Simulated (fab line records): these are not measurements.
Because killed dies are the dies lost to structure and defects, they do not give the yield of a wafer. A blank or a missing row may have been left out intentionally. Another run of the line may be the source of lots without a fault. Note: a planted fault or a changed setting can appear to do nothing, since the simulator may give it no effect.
fab line records || flow rit-cmos
record: {"lots": 13, "wafers": 39, "last-day": 7}
route steps=202 shown CONTACT@168 M1@202
lots that met no fault: from a run of the same line without faults
start-h: hours from the record's opening day to when the first of the lot's shown wafers began || wait-h: hours from the lot's prior step to this one || " unchanged from the row above || L1.1+2: one row covering several wafers at once || - no value present, or no start provided || * or withheld: withheld || < > ~ a bound
route shown NAME@n: a module of which the file shows steps, and the number in the route of the first || usual: the fault-free wafers' mean and standard deviation || same: alike in all rows || chamber/n: place in a boat || sites: readings site by site || _std_site: the standard deviation of these || _edge_site: the outer-site mean with the inner-site mean subtracted || radius-mm: how far each site lies from the wafer's centre || mask NAME#n: copy n || behind: the last tool/chamber to shape the wafer || hold: the reason the lot was held/the length of the hold in hours/how it ended || device: the transistor (n, p or np) that didn't switch || end of line: tests of these same wafers at the route's end || a step without rows: its recipe alone || killed: not the wafer's yield, but the dies lost to structure and defects at the first sort || map: the dies of a wafer, with x for killed, . for not killed, _ for no die there
set.NAME: the setting as run; set.NAME@STEP: as run at that earlier step || model.NAME: the simulator's own value behind a step, which no gauge read
a sample of lots followed through the steps of the route, with each step as a table and each wafer as a row
services: the hour from which a tool's chamber was out of use, counted from the record's first day as start-h (under 0 if before that day), plus the number of hours and why
== steps ==
step: RIT_CONTACT_CVD_00
recipe: {"material": "SiO2", "target-thk-nm": 400, "precursor": "TEOS", "temp-c": 390, "time-s": 61, "rf-w": 400}
usual: {"heater-power-w": "321/55"}
{"lot.wafer": "L146.1", "tool": "pecvd-01", "chamber": 2, "start-h": 59.76, "wait-h": 0.1, "heater-power-w": 325}
{"lot.wafer": "L146.2", "tool": "pecvd-01", "chamber": 0, "start-h": 59.76, "wait-h": 0.1, "heater-power-w": 331}
{"lot.wafer": "L146.5", "tool": "pecvd-01", "chamber": 1, "start-h": 59.76, "wait-h": 0.1, "heater-power-w": 256}
{"lot.wafer": "L148.1", "tool": "pecvd-01", "chamber": 2, "start-h": 65.89, "wait-h": 0.1, "heater-power-w": 284}
{"lot.wafer": "L148.3", "tool": "pecvd-01", "chamber": 1, "start-h": 65.89, "wait-h": 0.1, "heater-power-w": 317}
{"lot.wafer": "L148.4", "tool": "pecvd-01", "chamber": 2, "start-h": 65.89, "wait-h": 0.1, "heater-power-w": 293}
{"lot.wafer": "L149.2", "tool": "pecvd-03", "chamber": 1, "start-h": 71.16, "wait-h": 0.0, "heater-power-w": 292}
{"lot.wafer": "L149.5", "tool": "pecvd-03", "chamber": 0, "start-h": 71.16, "wait-h": 0.0, "heater-power-w": 325}
{"lot.wafer": "L149.6", "tool": "pecvd-03", "chamber": 2, "start-h": 71.16, "wait-h": 0.0, "heater-power-w": 313}
{"lot.wafer": "L151.3", "tool": "pecvd-01", "chamber": 1, "start-h": 83.19, "wait-h": 0.0, "heater-power-w": 241}
{"lot.wafer": "L151.5", "tool": "pecvd-01", "chamber": 0, "start-h": 83.19, "wait-h": 0.0, "heater-power-w": 327}
{"lot.wafer": "L151.6", "tool": "pecvd-01", "chamber": 2, "start-h": 83.19, "wait-h": 0.0, "heater-power-w": 288}
{"lot.wafer": "L153.2", "tool": "pecvd-04", "chamber": 1, "start-h": 95.20, "wait-h": 0.0, "heater-power-w": 336}
{"lot.wafer": "L153.3", "tool": "pecvd-04", "chamber": 2, "start-h": 95.20, "wait-h": 0.0, "heater-power-w": 453}
{"lot.wafer": "L153.6", "tool": "pecvd-04", "chamber": 2, "start-h": 95.20, "wait-h": 0.0, "heater-power-w": 452}
{"lot.wafer": "L154.1", "tool": "pecvd-01", "chamber": 2, "start-h": 100.17, "wait-h": 0.1, "heater-power-w": 331}
{"lot.wafer": "L154.2", "tool": "pecvd-01", "chamber": 1, "start-h": 100.17, "wait-h": 0.1, "heater-power-w": 261}
{"lot.wafer": "L154.4", "tool": "pecvd-01", "chamber": 1, "start-h": 100.17, "wait-h": 0.1, "heater-power-w": 276}
{"lot.wafer": "L155.1", "tool": "pecvd-03", "chamber": 0, "start-h": 103.41, "wait-h": 0.1, "heater-power-w": 349}
{"lot.wafer": "L155.2", "tool": "pecvd-03", "chamber": 2, "start-h": 103.41, "wait-h": 0.1, "heater-power-w": 339}
{"lot.wafer": "L155.3", "tool": "pecvd-03", "chamber": 1, "start-h": 103.41, "wait-h": 0.1, "heater-power-w": 272}
{"lot.wafer": "L156.2", "tool": "pecvd-04", "chamber": 0, "start-h": 108.54, "wait-h": 0.0, "heater-power-w": 292}
{"lot.wafer": "L156.3", "tool": "pecvd-04", "chamber": 1, "start-h": 108.54, "wait-h": 0.0, "heater-power-w": 313}
{"lot.wafer": "L156.4", "tool": "pecvd-04", "chamber": 2, "start-h": 108.54, "wait-h": 0.0, "heater-power-w": 472}
{"lot.wafer": "L160.2", "tool": "pecvd-01", "chamber": 2, "start-h": 126.13, "wait-h": 0.0, "heater-power-w": 281}
{"lot.wafer": "L160.3", "tool": "pecvd-01", "chamber": 0, "start-h": 126.13, "wait-h": 0.0, "heater-power-w": 373}
{"lot.wafer": "L160.5", "tool": "pecvd-01", "chamber": 2, "start-h": 126.13, "wait-h": 0.0, "heater-power-w": 298}
{"lot.wafer": "L162.1", "tool": "pecvd-04", "chamber": 0, "start-h": 136.10, "wait-h": 0.1, "heater-power-w": 329}
{"lot.wafer": "L162.5", "tool": "pecvd-04", "chamber": 1, "start-h": 136.10, "wait-h": 0.1, "heater-power-w": 343}
{"lot.wafer": "L162.6", "tool": "pecvd-04", "chamber": 2, "start-h": 136.10, "wait-h": 0.1, "heater-power-w": 464}
{"lot.wafer": "L164.1", "tool": "pecvd-03", "chamber": 0, "start-h": 144.66, "wait-h": 0.1, "heater-power-w": 334}
{"lot.wafer": "L164.2", "tool": "pecvd-03", "chamber": 1, "start-h": 144.66, "wait-h": 0.1, "heater-power-w": 303}
{"lot.wafer": "L164.4", "tool": "pecvd-03", "chamber": 1, "start-h": 144.66, "wait-h": 0.1, "heater-power-w": 229}
{"lot.wafer": "L165.1", "tool": "pecvd-04", "chamber": 1, "start-h": 150.28, "wait-h": 0.1, "heater-power-w": 338}
{"lot.wafer": "L165.4", "tool": "pecvd-04", "chamber": 0, "start-h": 150.28, "wait-h": 0.1, "heater-power-w": 358}
{"lot.wafer": "L165.6", "tool": "pecvd-04", "chamber": 2, "start-h": 150.28, "wait-h": 0.1, "heater-power-w": 450}
{"lot.wafer": "L167.1", "tool": "pecvd-03", "chamber": 2, "start-h": 160.19, "wait-h": 0.1, "heater-power-w": 328}
{"lot.wafer": "L167.4", "tool": "pecvd-03", "chamber": 2, "start-h": 160.19, "wait-h": 0.1, "heater-power-w": 330}
{"lot.wafer": "L167.6", "tool": "pecvd-03", "chamber": 1, "start-h": 160.19, "wait-h": 0.1, "heater-power-w": 306}
step: RIT_M1_PROBE_99
usual: {"killed-at-contacts": "0.0/0.22", "killed-at-front-end": "6.9/3", "killed-dies": "6.9/3", "killed-on-rim": "1.9/1.5", "killed-open": "3.5/2", "killed-short": "3.4/2.1"}
same: {"gross-dies": 264, "killed_at_M0_to_M3": 0, "killed_at_M4_up": 0, "killed-at-back-side": 0, "killed-at-other": 0}
{"lot.wafer": "L146.1", "tool": "prober-02", "chamber": "-", "start-h": 66.48, "wait-h": 0.1, "killed-at-contacts": 1, "killed-at-front-end": 14, "killed-dies": 15, "killed-on-rim": 6, "killed-open": 10, "killed-short": 5}
{"lot.wafer": "L146.2", "tool": "prober-02", "chamber": "-", "start-h": 66.53, "wait-h": 0.1, "killed-at-contacts": 0, "killed-at-front-end": 9, "killed-dies": 9, "killed-on-rim": 5, "killed-open": 7, "killed-short": 1}
{"lot.wafer": "L146.5", "tool": "prober-02", "chamber": "-", "start-h": 66.68, "wait-h": 0.2, "killed-at-contacts": 0, "killed-at-front-end": 10, "killed-dies": 10, "killed-on-rim": 2, "killed-open": 4, "killed-short": 5}
{"lot.wafer": "L148.1", "tool": "prober-02", "chamber": "-", "start-h": 73.68, "wait-h": 0.1, "killed-at-contacts": 0, "killed-at-front-end": 10, "killed-dies": 10, "killed-on-rim": 2, "killed-open": 6, "killed-short": 4}
{"lot.wafer": "L148.3", "tool": "prober-02", "chamber": "-", "start-h": 73.78, "wait-h": 0.2, "killed-at-contacts": 1, "killed-at-front-end": 6, "killed-dies": 7, "killed-on-rim": 2, "killed-open": 5, "killed-short": 2}
{"lot.wafer": "L148.4", "tool": "prober-02", "chamber": "-", "start-h": 73.83, "wait-h": 0.2, "killed-at-contacts": 0, "killed-at-front-end": 4, "killed-dies": 4, "killed-on-rim": 3, "killed-open": 4, "killed-short": 0}
{"lot.wafer": "L149.2", "tool": "prober-01", "chamber": "-", "start-h": 78.27, "wait-h": 0.1, "killed-at-contacts": 0, "killed-at-front-end": 4, "killed-dies": 4, "killed-on-rim": 1, "killed-open": 1, "killed-short": 3}
{"lot.wafer": "L149.5", "tool": "prober-01", "chamber": "-", "start-h": 78.42, "wait-h": 0.2, "killed-at-contacts": 0, "killed-at-front-end": 9, "killed-dies": 9, "killed-on-rim": 2, "killed-open": 3, "killed-short": 6}
{"lot.wafer": "L149.6", "tool": "prober-01", "chamber": "-", "start-h": 78.47, "wait-h": 0.2, "killed-at-contacts": 0, "killed-at-front-end": 7, "killed-dies": 7, "killed-on-rim": 0, "killed-open": 3, "killed-short": 4}
{"lot.wafer": "L151.3", "tool": "prober-01", "chamber": "-", "start-h": 89.54, "wait-h": 0.2, "killed-at-contacts": 0, "killed-at-front-end": 7, "killed-dies": 7, "killed-on-rim": 1, "killed-open": 4, "killed-short": 3}
{"lot.wafer": "L151.5", "tool": "prober-01", "chamber": "-", "start-h": 89.64, "wait-h": 0.2, "killed-at-contacts": 0, "killed-at-front-end": 1, "killed-dies": 1, "killed-on-rim": 0, "killed-open": 0, "killed-short": 1}
{"lot.wafer": "L151.6", "tool": "prober-01", "chamber": "-", "start-h": 89.69, "wait-h": 0.2, "killed-at-contacts": 0, "killed-at-front-end": 5, "killed-dies": 5, "killed-on-rim": 3, "killed-open": 2, "killed-short": 3}
{"lot.wafer": "L153.2", "tool": "prober-01", "chamber": "-", "start-h": 101.84, "wait-h": 0.1, "killed-at-contacts": 0, "killed-at-front-end": 8, "killed-dies": 8, "killed-on-rim": 3, "killed-open": 4, "killed-short": 4}
{"lot.wafer": "L153.3", "tool": "prober-01", "chamber": "-", "start-h": 101.89, "wait-h": 0.2, "killed-at-contacts": 0, "killed-at-front-end": 4, "killed-dies": 4, "killed-on-rim": 1, "killed-open": 3, "killed-short": 1}
{"lot.wafer": "L153.6", "tool": "prober-01", "chamber": "-", "start-h": 102.04, "wait-h": 0.2, "killed-at-contacts": 0, "killed-at-front-end": 2, "killed-dies": 2, "killed-on-rim": 1, "killed-open": 1, "killed-short": 1}
{"lot.wafer": "L154.1", "tool": "prober-02", "chamber": "-", "start-h": 106.86, "wait-h": 0.1, "killed-at-contacts": 0, "killed-at-front-end": 4, "killed-dies": 4, "killed-on-rim": 1, "killed-open": 3, "killed-short": 1}
{"lot.wafer": "L154.2", "tool": "prober-02", "chamber": "-", "start-h": 106.91, "wait-h": 0.1, "killed-at-contacts": 1, "killed-at-front-end": 5, "killed-dies": 6, "killed-on-rim": 2, "killed-open": 2, "killed-short": 4}
{"lot.wafer": "L154.4", "tool": "prober-02", "chamber": "-", "start-h": 107.01, "wait-h": 0.2, "killed-at-contacts": 0, "killed-at-front-end": 6, "killed-dies": 6, "killed-on-rim": 2, "killed-open": 3, "killed-short": 3}
{"lot.wafer": "L155.1", "tool": "prober-01", "chamber": "-", "start-h": 110.48, "wait-h": 0.1, "killed-at-contacts": 0, "killed-at-front-end": 7, "killed-dies": 7, "killed-on-rim": 3, "killed-open": 1, "killed-short": 6}
{"lot.wafer": "L155.2", "tool": "prober-01", "chamber": "-", "start-h": 110.53, "wait-h": 0.1, "killed-at-contacts": 0, "killed-at-front-end": 11, "killed-dies": 11, "killed-on-rim": 3, "killed-open": 2, "killed-short": 9}
{"lot.wafer": "L155.3", "tool": "prober-01", "chamber": "-", "start-h": 110.58, "wait-h": 0.2, "killed-at-contacts": 0, "killed-at-front-end": 7, "killed-dies": 7, "killed-on-rim": 1, "killed-open": 3, "killed-short": 4}
{"lot.wafer": "L156.2", "tool": "prober-02", "chamber": "-", "start-h": 115.87, "wait-h": 0.1, "killed-at-contacts": 0, "killed-at-front-end": 8, "killed-dies": 8, "killed-on-rim": 3, "killed-open": 4, "killed-short": 4}
{"lot.wafer": "L156.3", "tool": "prober-02", "chamber": "-", "start-h": 115.92, "wait-h": 0.2, "killed-at-contacts": 0, "killed-at-front-end": 5, "killed-dies": 5, "killed-on-rim": 2, "killed-open": 2, "killed-short": 3}
{"lot.wafer": "L156.4", "tool": "prober-02", "chamber": "-", "start-h": 115.97, "wait-h": 0.2, "killed-at-contacts": 0, "killed-at-front-end": 4, "killed-dies": 4, "killed-on-rim": 1, "killed-open": 3, "killed-short": 1}
{"lot.wafer": "L160.2", "tool": "prober-02", "chamber": "-", "start-h": 132.54, "wait-h": 0.1, "killed-at-contacts": 0, "killed-at-front-end": 7, "killed-dies": 7, "killed-on-rim": 1, "killed-open": 3, "killed-short": 4}
{"lot.wafer": "L160.3", "tool": "prober-02", "chamber": "-", "start-h": 132.59, "wait-h": 0.2, "killed-at-contacts": 5, "killed-at-front-end": 3, "killed-dies": 8, "killed-on-rim": 2, "killed-open": 1, "killed-short": 2}
{"lot.wafer": "L160.5", "tool": "prober-02", "chamber": "-", "start-h": 132.69, "wait-h": 0.2, "killed-at-contacts": 0, "killed-at-front-end": 4, "killed-dies": 4, "killed-on-rim": 1, "killed-open": 3, "killed-short": 1}
{"lot.wafer": "L162.1", "tool": "prober-02", "chamber": "-", "start-h": 142.64, "wait-h": 0.1, "killed-at-contacts": 0, "killed-at-front-end": 7, "killed-dies": 7, "killed-on-rim": 2, "killed-open": 2, "killed-short": 5}
{"lot.wafer": "L162.5", "tool": "prober-02", "chamber": "-", "start-h": 142.84, "wait-h": 0.2, "killed-at-contacts": 0, "killed-at-front-end": 10, "killed-dies": 10, "killed-on-rim": 2, "killed-open": 1, "killed-short": 9}
{"lot.wafer": "L162.6", "tool": "prober-02", "chamber": "-", "start-h": 142.89, "wait-h": 0.2, "killed-at-contacts": 0, "killed-at-front-end": 8, "killed-dies": 8, "killed-on-rim": 1, "killed-open": 3, "killed-short": 5}
{"lot.wafer": "L164.1", "tool": "prober-02", "chamber": "-", "start-h": 151.30, "wait-h": 0.1, "killed-at-contacts": 0, "killed-at-front-end": 6, "killed-dies": 6, "killed-on-rim": 0, "killed-open": 3, "killed-short": 3}
{"lot.wafer": "L164.2", "tool": "prober-02", "chamber": "-", "start-h": 151.35, "wait-h": 0.1, "killed-at-contacts": 0, "killed-at-front-end": 6, "killed-dies": 6, "killed-on-rim": 2, "killed-open": 5, "killed-short": 1}
{"lot.wafer": "L164.4", "tool": "prober-02", "chamber": "-", "start-h": 151.45, "wait-h": 0.2, "killed-at-contacts": 0, "killed-at-front-end": 7, "killed-dies": 7, "killed-on-rim": 3, "killed-open": 2, "killed-short": 5}
{"lot.wafer": "L165.1", "tool": "prober-01", "chamber": "-", "start-h": 156.57, "wait-h": 0.1, "killed-at-contacts": 0, "killed-at-front-end": 4, "killed-dies": 4, "killed-on-rim": 4, "killed-open": 1, "killed-short": 3}
{"lot.wafer": "L165.4", "tool": "prober-01", "chamber": "-", "start-h": 156.72, "wait-h": 0.2, "killed-at-contacts": 0, "killed-at-front-end": 7, "killed-dies": 7, "killed-on-rim": 3, "killed-open": 2, "killed-short": 5}
{"lot.wafer": "L165.6", "tool": "prober-01", "chamber": "-", "start-h": 156.82, "wait-h": 0.2, "killed-at-contacts": 0, "killed-at-front-end": 8, "killed-dies": 8, "killed-on-rim": 3, "killed-open": 5, "killed-short": 3}
{"lot.wafer": "L167.1", "tool": "prober-01", "chamber": "-", "start-h": 166.57, "wait-h": 0.1, "killed-at-contacts": 0, "killed-at-front-end": 5, "killed-dies": 5, "killed-on-rim": 3, "killed-open": 2, "killed-short": 3}
{"lot.wafer": "L167.4", "tool": "prober-01", "chamber": "-", "start-h": 166.72, "wait-h": 0.2, "killed-at-contacts": 0, "killed-at-front-end": 7, "killed-dies": 7, "killed-on-rim": 1, "killed-open": 1, "killed-short": 6}
{"lot.wafer": "L167.6", "tool": "prober-01", "chamber": "-", "start-h": 166.82, "wait-h": 0.2, "killed-at-contacts": 0, "killed-at-front-end": 5, "killed-dies": 5, "killed-on-rim": 4, "killed-open": 0, "killed-short": 5}
killed by level:class
L146.1 SPACER:geometric-particle:open=3 SILICIDE:geometric-particle:open=3 FOX1:geometric-particle:short=2 FOX1:geometric-particle:open=2 FOX2:geometric-particle:short=1 GATE:geometric-particle:short=1 GATE:geometric-particle:open=1 SILICIDE:geometric-particle:short=1
L146.2 FOX2:geometric-particle:open=2 GATE:geometric-particle:open=2 FOX1:geometric-particle:open=1 FOX2:geometric-particle:short=1 SPACER:geometric-particle:open=1 SILICIDE:geometric-particle:open=1 ACTIVE:coat-microbubble-printed=1
L146.5 GATE:geometric-particle:open=2 SPACER:geometric-particle:short=2 FOX1:geometric-particle:open=1 FOX1:geometric-particle:short=1 FOX2:geometric-particle:open=1 FOX2:geometric-particle:short=1 GATE:geometric-particle:short=1 NWELL:coat-microbubble-printed=1
L148.1 GATE:geometric-particle:open=4 REOX:geometric-particle:short=2 FOX1:geometric-particle:open=1 FOX2:geometric-particle:short=1 GATE:geometric-particle:short=1 SPACER:geometric-particle:open=1
L148.3 GATE:geometric-particle:short=2 GATE:geometric-particle:open=2 FOX1:geometric-particle:open=1 REOX:geometric-particle:open=1 CONTACT:geometric-particle:open=1
L148.4 GATE:geometric-particle:open=2 SPACER:geometric-particle:open=1 SILICIDE:geometric-particle:open=1
L149.2 GATE:geometric-particle:short=2 FOX1:geometric-particle:short=1 REOX:geometric-particle:open=1
L149.5 GATE:geometric-particle:short=3 REOX:geometric-particle:short=2 SPACER:geometric-particle:open=2 GATE:geometric-particle:open=1 SPACER:geometric-particle:short=1
L149.6 GATE:geometric-particle:short=2 FOX1:geometric-particle:open=1 FOX2:geometric-particle:short=1 GATE:geometric-particle:open=1 SPACER:geometric-particle:open=1 SPACER:geometric-particle:short=1
L151.3 REOX:geometric-particle:open=3 FOX2:geometric-particle:open=1 FOX2:geometric-particle:short=1 GATE:geometric-particle:short=1 SPACER:geometric-particle:short=1
L151.5 GATE:geometric-particle:short=1
L151.6 FOX1:geometric-particle:short=1 FOX2:geometric-particle:short=1 GATE:geometric-particle:short=1 GATE:geometric-particle:open=1 REOX:geometric-particle:open=1
L153.2 GATE:geometric-particle:open=4 GATE:geometric-particle:short=2 FOX1:geometric-particle:short=1 SILICIDE:geometric-particle:short=1
L153.3 FOX2:geometric-particle:short=1 GATE:geometric-particle:open=1 SPACER:geometric-particle:open=1 SILICIDE:geometric-particle:open=1
L153.6 FOX2:geometric-particle:short=1 GATE:geometric-particle:open=1
L154.1 GATE:geometric-particle:open=2 GATE:geometric-particle:short=1 SPACER:geometric-particle:open=1
L154.2 GATE:geometric-particle:open=2 FOX1:geometric-particle:short=1 REOX:geometric-particle:short=1 SILICIDE:geometric-particle:short=1 CONTACT:geometric-particle:short=1
L154.4 FOX1:geometric-particle:short=1 GATE:geometric-particle:short=1 GATE:geometric-particle:open=1 REOX:geometric-particle:open=1 SPACER:geometric-particle:short=1 SILICIDE:geometric-particle:open=1
L155.1 GATE:geometric-particle:short=4 REOX:geometric-particle:short=2 FOX2:geometric-particle:open=1
L155.2 REOX:geometric-particle:short=4 FOX1:geometric-particle:short=2 GATE:geometric-particle:open=2 GATE:geometric-particle:short=2 SILICIDE:geometric-particle:short=1
L155.3 GATE:geometric-particle:short=2 SPACER:geometric-particle:short=2 FOX1:geometric-particle:open=1 GATE:geometric-particle:open=1 REOX:geometric-particle:open=1
L156.2 GATE:geometric-particle:open=3 GATE:geometric-particle:short=2 FOX1:geometric-particle:short=1 FOX1:geometric-particle:open=1 SILICIDE:geometric-particle:short=1
L156.3 GATE:geometric-particle:short=2 FOX1:geometric-particle:open=1 GATE:geometric-particle:open=1 SPACER:geometric-particle:short=1
L156.4 FOX1:geometric-particle:open=1 FOX2:geometric-particle:open=1 REOX:geometric-particle:open=1 REOX:geometric-particle:short=1
L160.2 REOX:geometric-particle:short=3 REOX:geometric-particle:open=2 SPACER:geometric-particle:open=1 SILICIDE:geometric-particle:short=1
L160.3 CONTACT:unspecified=5 FOX2:geometric-particle:short=1 GATE:geometric-particle:open=1 REOX:geometric-particle:short=1
L160.5 GATE:geometric-particle:open=3 GATE:geometric-particle:short=1
L162.1 GATE:geometric-particle:open=2 GATE:geometric-particle:short=2 FOX1:geometric-particle:short=1 FOX2:geometric-particle:short=1 REOX:geometric-particle:short=1
L162.5 GATE:geometric-particle:short=6 FOX1:geometric-particle:short=1 FOX2:geometric-particle:open=1 REOX:geometric-particle:short=1 SPACER:geometric-particle:short=1
L162.6 GATE:geometric-particle:short=5 GATE:geometric-particle:open=2 FOX2:geometric-particle:open=1
L164.1 SPACER:geometric-particle:short=2 FOX1:geometric-particle:open=1 GATE:geometric-particle:short=1 GATE:geometric-particle:open=1 REOX:geometric-particle:open=1
L164.2 GATE:geometric-particle:open=4 GATE:geometric-particle:short=1 SPACER:geometric-particle:open=1
L164.4 REOX:geometric-particle:short=2 FOX2:geometric-particle:short=1 GATE:geometric-particle:open=1 GATE:geometric-particle:short=1 REOX:geometric-particle:open=1 SILICIDE:geometric-particle:short=1
L165.1 GATE:geometric-particle:short=3 SILICIDE:geometric-particle:open=1
L165.4 GATE:geometric-particle:short=4 GATE:geometric-particle:open=2 SPACER:geometric-particle:short=1
L165.6 GATE:geometric-particle:open=4 ACTIVE:geometric-particle:short=1 GATE:geometric-particle:short=1 SILICIDE:geometric-particle:short=1 SILICIDE:geometric-particle:open=1
L167.1 SILICIDE:geometric-particle:short=2 FOX1:geometric-particle:open=1 FOX2:geometric-particle:short=1 GATE:geometric-particle:open=1
L167.4 SPACER:geometric-particle:short=2 SILICIDE:geometric-particle:short=2 FOX1:geometric-particle:open=1 GATE:geometric-particle:short=1 REOX:geometric-particle:short=1
L167.6 FOX1:geometric-particle:short=2 GATE:geometric-particle:short=2 SILICIDE:geometric-particle:short=1
== services ==
{"tool": "pecvd-04", "chamber": "-", "start-h": 45.22, "hours": 28.1, "kind": "pm"}
{"tool": "pecvd-01", "chamber": "-", "start-h": 47.62, "hours": 0.6, "kind": "repair"}
{"tool": "pecvd-01", "chamber": "-", "start-h": 94.67, "hours": 2.8, "kind": "pm"}
{"tool": "pecvd-03", "chamber": 2, "start-h": 129.69, "hours": 15.3, "kind": "repair"}
== key ==
first-sign: {"step": "RIT_M1_PROBE_99", "reading": "killed-at-contacts", "direction": "up", "sigmas": 5, "usual": 0.0, "struck": 5}
effect none on later readings
met-at RIT_CONTACT_CVD_00
struck-lots L160
struck-wafers L160.3
tester-left-out L160
onset-between 83.19 126.13
fault: {"kind": "chamber-particle-source", "tool": "pecvd-01", "chamber": 0, "onset-h": 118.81, "steps": "RIT_CONTACT_CVD_00", "rate-per-visit-cm2": 0.022794, "end-h": 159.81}
tester-left-out: of these lots the tester's yield and bins aren't shown, on N5 and GAA mostly nor the transistor test; their killed dies are dies lost to structure and defects alone, not to doping, threshold or leakage, so they don't give the yield
